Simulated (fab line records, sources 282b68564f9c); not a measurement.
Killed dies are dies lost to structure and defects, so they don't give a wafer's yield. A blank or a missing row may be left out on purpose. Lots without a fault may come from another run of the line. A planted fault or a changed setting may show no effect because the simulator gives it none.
A struck lot beside a sound one | flow rit_cmos | 15 steps out of a route of 202
Sound: wafers L824.2, L824.4, L824.5. Struck: wafers L828.2, L828.5. (L828.3 of the same lot was not struck and is left out.) The cause comes at the end.
At each step with rows: each side's tool, then ch and its chambers, then its first start. Under that, the readings that differ: sound wafers | struck wafers | difference of the means | sigmas: that difference in standard deviations of wafers without a fault.
alike: readings whose means differ by less than 2 such deviations, and words and numbers that are the same on both sides. not compared: withheld readings, readings that some wafer has no value for, bounds like >300 that may hide the same value, and numbers for which the record gives no deviation and whose values overlap.
The two part at a step that has a row with sigmas, a row that says differs or no value, or rows on one side only. Numbers that don't overlap but have no deviation are shown without sigmas and don't part them. A reading that every wafer of one side lacks parts them only if that side has two wafers or more.

RIT_GATE_THK_MEAS_07:
  sound on film_metro-04, day 2 13:21; struck on film_metro-04, day 3 13:26
  alike: GATE_OXIDE_THK
then, 1 step without rows for these wafers: RIT_GATE_CVD_08 (deposits poly-Si from SiH4, target thk 250 nm, time 2220 s).
RIT_GATE_THK_MEAS_09:
  sound on film_metro-01, day 2 15:02; struck on film_metro-03, day 3 15:07
  alike: GATE_POLY_THK
then, 6 steps without rows for these wafers: RIT_GATE_HMDS_10 (prime time 60 s); RIT_GATE_COAT_11 (resist thk 850 nm); RIT_GATE_SOFTBAKE_12 (time 60 s); RIT_GATE_EXPOSE_13 (exposes mask M6, target cd 150 nm); RIT_GATE_PEB_14; RIT_GATE_DEVELOP_15 (develop time 50 s).
RIT_GATE_CD_MEAS_16: target cd 150 nm.
  sound on cd_sem-01, day 2 16:05; struck on cd_sem-02, day 3 16:03
  alike: cd_nm
RIT_GATE_OVL_MEAS_17:
  sound on overlay-02, day 2 16:11; struck on overlay-02, day 3 16:09
  alike: GATE_OVL
then, 1 step without rows for these wafers: RIT_GATE_HARDBAKE_18 (time 60 s).
RIT_GATE_ETCH_19: etches poly-Si in SF6/CHF3/O2, stops on SiO2, time 165 s, target depth 312.5 nm.
  sound on rie_si-02 ch 1,2, day 2 16:22; struck on rie_si-02 ch 0, day 3 16:20
  reading                                   | sound             | struck      | difference                    | sigmas
  oes_product_au (a.u.)                     | 0.869 0.842 0.862 | 0.994 0.997 | +0.138                        | +10
  rf_fwd_power_W (W)                        | 159.4 159.2 159.1 | - -         | no value on the struck wafers |
  run_length_s (s)                          | 193.3 192.6 193.4 | 151.8 151.3 | -41.5                         | -99 or more
  model.NOVOLAK_of_GATE_COAT_11.thk_nm (nm) | 668.3 663.1 670.3 | 694.4 693   | +26.5                         |
  model.GATE.feature_depth_nm (nm)          | 248.2 248 246.1   | 225.2 227.9 | -20.9                         |
  model.etch.depth_nm (nm)                  | 248.2 248 246.1   | 225.2 227.9 | -20.9                         |
  alike: chamber_pressure_mTorr, drypump_motor_current_A, throttle_valve_pct
  not compared: rf_hours_counter_h
RIT_GATE_STRIP_20: strips in O2, time 180 s.
  sound on plasma_asher-02 ch 1, day 2 16:29; struck on plasma_asher-03 ch 0,1, day 3 16:26
  alike: chamber_pressure_mTorr, drypump_motor_current_A
  not compared: rf_hours_counter_h
RIT_M1_PROBE_99:
  sound on prober-01, day 3 15:58; struck on prober-01, day 4 12:29
  reading             | sound | struck  | difference | sigmas
  killed_at_front_end | 7 6 9 | 264 262 | +256       | +85
  killed_dies         | 7 7 9 | 264 262 | +255       | +82
  killed_on_rim       | 2 0 2 | 70 70   | +69        | +49
  alike: killed_at_contacts, killed_open, killed_short

WHERE THEY PART
First at RIT_GATE_ETCH_19; last, within this record, at RIT_M1_PROBE_99.

WHY: what the simulator had put in
Process parameter drift: rie_si-02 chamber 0, from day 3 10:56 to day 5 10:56, at RIT_GATE_ETCH_19. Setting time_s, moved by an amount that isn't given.
